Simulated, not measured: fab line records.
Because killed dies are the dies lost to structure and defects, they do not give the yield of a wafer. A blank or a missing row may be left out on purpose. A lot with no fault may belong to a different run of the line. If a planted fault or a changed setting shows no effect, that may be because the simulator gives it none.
A lot that was struck, set against a sound lot / flow rit_cmos / 15 steps out of a route of 202
Sound: the wafers L325.1, L325.4, L325.6. Struck: wafers L343.4, L343.5 (left out: L343.2, a lot-mate that was not struck); the cause follows at the end.
At each step with rows: each side's tool, then ch and its chambers, then its first start. Under that, the readings that differ: sound wafers / struck wafers / difference of the means / sigmas: that difference in standard deviations of wafers without a fault.
alike: readings whose means differ by less than 2 such deviations, and words and numbers that are the same on both sides. not compared: withheld readings, readings that some wafer has no value for, bounds like >300 that may hide the same value, and numbers for which the record gives no deviation and whose values overlap.
Wherever a step has rows on one side only, a row that says differs or no value, or a row with sigmas, the two part there. When numbers do not overlap yet have no deviation, they are printed without sigmas and do not part them. A reading missing from all wafers of one side parts the sides only when that side holds two or more wafers.

RIT_GATE_THK_MEAS_07:
  sound: film_metro-02 at day 3 00:01; struck: film_metro-03 at day 6 13:29
  alike: GATE_OXIDE_THK
then, 1 step without rows for these wafers: RIT_GATE_CVD_08 (deposits poly-Si from SiH4, target thk 250 nm, time 2220 s).
RIT_GATE_THK_MEAS_09:
  sound: film_metro-03 at day 3 02:46; struck: film_metro-02 at day 6 15:10
  alike: GATE_POLY_THK
then, 6 steps without rows for these wafers: RIT_GATE_HMDS_10 (prime time 60 s); RIT_GATE_COAT_11 (resist thk 850 nm); RIT_GATE_SOFTBAKE_12 (time 60 s); RIT_GATE_EXPOSE_13 (exposes mask M6, target cd 150 nm); RIT_GATE_PEB_14; RIT_GATE_DEVELOP_15 (develop time 50 s).
RIT_GATE_CD_MEAS_16: target cd 150 nm.
  sound: cd_sem-01 at day 3 03:49; struck: cd_sem-01 at day 6 16:05
reading=cd_nm (nm); sound=149.5 151.5 151.1; struck=145.0 146.3; difference=-5.0; sigmas=-3
RIT_GATE_OVL_MEAS_17:
  sound: overlay-02 at day 3 03:56; struck: overlay-01 at day 6 16:11
reading=GATE_OVL (nm); sound=1.1 0.0 2.7; struck=-1.2 -1.8; difference=-2.8; sigmas=-2
then, 1 step without rows for these wafers: RIT_GATE_HARDBAKE_18 (time 60 s).
RIT_GATE_ETCH_19: etches poly-Si in SF6/CHF3/O2, stops on SiO2, time 165 s, target depth 312.5 nm.
  sound on rie_si-01 ch 1,2,3, day 3 04:09; struck on rie_si-01 ch 3, day 6 16:22
reading=oes_product_au (a.u.); sound=0.840 0.835 0.859; struck=0.742 0.735; difference=-0.106; sigmas=-7
reading=over_etch_frac; sound=0.25 0.25 0.25; struck=0.51922 0.51922; difference=+0.26922; sigmas=
reading=model.NOVOLAK_of_GATE_COAT_11.thk_nm (nm); sound=663.3 667.7 666.1; struck=649.5 648; difference=-17.0; sigmas=
  alike: O2_flow_sccm, drypump_motor_current_A, throttle_valve_pct
  not compared: rf_hours_counter_h
RIT_GATE_STRIP_20: strips in O2, time 180 s.
  sound on plasma_asher-02 ch 0,1, day 3 04:16; struck on plasma_asher-03 ch 1, day 6 16:29
  alike: drypump_motor_current_A
  not compared: rf_hours_counter_h
RIT_M1_PROBE_99:
  sound: prober-02 at day 4 00:59; struck: prober-01 at day 7 21:56
reading=model.etest.pmos_turned.r_on_ohm_um; sound=3408 3427 3464; struck=2900 2879; difference=-544; sigmas=
reading=model.etest.pmos_0p15.r_on_ohm_um; sound=2767 2821 2861; struck=2330 2338; difference=-482; sigmas=
reading=model.etest.pmos_0p3.r_on_ohm_um; sound=6364 6355 6396; struck=5812 5808; difference=-562; sigmas=
reading=model.etest.pmos_0p15.drive_ua_um; sound=254.5 249.2 250.5; struck=316.1 315; difference=+64.2; sigmas=
reading=model.etest.pmos_turned.drive_ua_um; sound=192.8 192.2 190.7; struck=239.2 241.8; difference=+48.6; sigmas=
reading=model.etest.nmos_turned.drive_ua_um; sound=327.5 327.6 325.9; struck=353.6 354.6; difference=+27.1; sigmas=
reading=model.etest.nmos_0p15.drive_ua_um; sound=458 455 449.1; struck=510.4 508.3; difference=+55.3; sigmas=
reading=model.etest.pwell_pinched.rs_ohm_sq; sound=480.2 477.4 477.5; struck=477.1 472; difference=-3.8; sigmas=
  alike: killed_at_front_end, killed_dies, killed_open, killed_short

WHERE THEY PART
First at RIT_GATE_CD_MEAS_16; last, within this record, at RIT_GATE_ETCH_19. Later steps at which nothing parts them and some readings are alike: RIT_GATE_STRIP_20, RIT_M1_PROBE_99.

WHY: the cause the simulator had injected
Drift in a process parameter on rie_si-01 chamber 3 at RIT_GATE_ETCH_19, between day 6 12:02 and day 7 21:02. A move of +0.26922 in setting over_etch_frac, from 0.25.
